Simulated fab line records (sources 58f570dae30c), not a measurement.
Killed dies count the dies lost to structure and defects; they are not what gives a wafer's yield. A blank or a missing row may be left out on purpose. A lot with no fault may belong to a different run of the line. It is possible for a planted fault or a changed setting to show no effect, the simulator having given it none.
A sampling plan put to the test	flow berkeley_cmos170	each of the 13 faults these records tell of, on one fab line, judged from the records of the lots it struck
What counts as the plan is the set of the line's own looks, namely the steps on the route at which a gauge or an inspection reads a wafer and does not change it. Where struck wafers have a number at a look and the file lists that look's usual mean and standard deviation on fault-free wafers, the look can be judged. Caught: 4 or more of those standard deviations (sigma) separate the usual mean from the mean of the struck wafers at a look after the fault's first step. On the tool: the identical test, applied to the tool's own readings at the steps of the fault. It also counts as caught if the struck wafers ran another recipe or if their record alone is blank.

THE FAULTS, as the simulator had put them in
1. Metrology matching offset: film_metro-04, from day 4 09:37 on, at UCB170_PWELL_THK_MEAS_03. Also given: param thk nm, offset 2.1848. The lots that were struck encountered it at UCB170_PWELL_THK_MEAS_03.
2. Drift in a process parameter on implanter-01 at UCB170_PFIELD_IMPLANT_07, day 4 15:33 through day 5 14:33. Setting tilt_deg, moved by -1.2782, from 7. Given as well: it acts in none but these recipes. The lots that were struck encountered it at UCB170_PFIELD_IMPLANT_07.
3. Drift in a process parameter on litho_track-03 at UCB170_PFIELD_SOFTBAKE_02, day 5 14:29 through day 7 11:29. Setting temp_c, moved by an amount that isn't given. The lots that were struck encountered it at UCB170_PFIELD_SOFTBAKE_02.
4. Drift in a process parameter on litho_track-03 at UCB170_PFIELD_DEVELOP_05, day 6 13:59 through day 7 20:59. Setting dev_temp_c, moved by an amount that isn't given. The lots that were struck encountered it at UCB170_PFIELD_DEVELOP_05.
5. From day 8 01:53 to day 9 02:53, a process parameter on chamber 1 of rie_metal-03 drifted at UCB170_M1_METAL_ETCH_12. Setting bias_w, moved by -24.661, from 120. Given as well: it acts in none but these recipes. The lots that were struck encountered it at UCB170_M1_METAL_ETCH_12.
6. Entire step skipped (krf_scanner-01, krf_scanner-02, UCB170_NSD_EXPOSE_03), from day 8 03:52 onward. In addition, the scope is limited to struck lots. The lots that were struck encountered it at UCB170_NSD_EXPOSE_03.
7. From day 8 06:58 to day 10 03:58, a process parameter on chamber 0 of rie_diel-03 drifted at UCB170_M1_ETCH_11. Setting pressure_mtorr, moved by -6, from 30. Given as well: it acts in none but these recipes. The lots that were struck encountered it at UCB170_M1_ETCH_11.
8. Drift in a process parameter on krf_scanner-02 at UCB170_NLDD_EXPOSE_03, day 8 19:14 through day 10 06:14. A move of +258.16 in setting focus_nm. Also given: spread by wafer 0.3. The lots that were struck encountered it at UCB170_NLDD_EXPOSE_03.
9. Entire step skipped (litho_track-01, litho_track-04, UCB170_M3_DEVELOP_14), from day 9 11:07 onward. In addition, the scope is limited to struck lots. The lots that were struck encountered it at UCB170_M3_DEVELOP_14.
10. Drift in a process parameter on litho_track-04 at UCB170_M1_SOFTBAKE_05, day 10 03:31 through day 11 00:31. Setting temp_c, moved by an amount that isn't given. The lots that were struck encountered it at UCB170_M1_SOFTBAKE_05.
11. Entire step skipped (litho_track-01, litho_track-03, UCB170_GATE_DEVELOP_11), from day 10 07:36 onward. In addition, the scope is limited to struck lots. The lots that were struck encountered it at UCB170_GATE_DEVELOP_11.
12. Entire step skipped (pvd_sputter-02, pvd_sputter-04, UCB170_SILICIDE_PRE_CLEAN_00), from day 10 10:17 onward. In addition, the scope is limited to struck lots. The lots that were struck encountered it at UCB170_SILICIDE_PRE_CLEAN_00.
13. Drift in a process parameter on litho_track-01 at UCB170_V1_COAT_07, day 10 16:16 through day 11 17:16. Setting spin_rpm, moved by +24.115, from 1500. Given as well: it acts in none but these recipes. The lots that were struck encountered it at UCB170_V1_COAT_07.

WHAT THE PLAN SAW
fault	on the tool itself	first look that catches it	reading, sigma	median hours from its first step to that look	hours from the fault's start to the first struck lot there	judged looks passed uncaught
1	PWELL_OXIDE_THK +5.2 sigma	not the one look that can be judged after it	-	-	-	1
2	tilt_deg -58 sigma	not the one look that can be judged after it	-	-	-	1
3	heater_power_total_W +99 or beyond sigma	no look after it can be judged	-	-	-	0
4	developer_temp_C +19 sigma	not the one look that can be judged after it	-	-	-	1
5	bias_w -62 sigma	no look after it can be judged	-	-	-	0
6	no reading that can be judged	no look after it can be judged	-	-	-	0
7	chamber_pressure_mTorr -99 or beyond sigma	no look after it can be judged	-	-	-	0
8	exposure_dose_mJ_cm2 -4.4 sigma	not the one look that can be judged after it	-	-	-	1
9	the tool's record is blank for the struck wafers	no look after it can be judged	-	-	-	0
10	heater_power_total_W -99 or beyond sigma	UCB170_M1_CD_MEAS_09	cd_nm +13	1.1	1	0
11	the tool's record is blank for the struck wafers	no look after it can be judged	-	-	-	0
12	the tool's record is blank for the struck wafers	no look after it can be judged	-	-	-	0
13	spin_speed_rpm +21 sigma	no look after it can be judged	-	-	-	0
Dash: fault not caught, or number not given in these records.

Caught at a look: 1 of 13. Caught on the tool: 12 of 13. By one or the other: 12 of 13.
Caught on the tool alone: faults 1, 2, 3, 4, 5, 7, 8, 9, 11, 12, 13.
Caught by neither: fault 6.

THINNER SAMPLING
If the look that catches a fault measured only every second or every third lot, by lot number, the first struck lot would be measured this late in the worst case:
fault	struck lots at that look, in order of time	every lot	every second lot	every third lot
10	L306, L307	1 h	15 h	may miss all 2
Hours count from the start of the fault until the first struck lot that is measured. The limit of 4 sigma was tested on all struck wafers together, so one lot alone may lie under it. Other struck lots may not be in these records.

THE LONGEST TIMED WAY FROM STEP TO LOOK
In fault 10, a median of 1.1 hours elapses between UCB170_M1_SOFTBAKE_05 and UCB170_M1_CD_MEAS_09. No look between them can be judged.
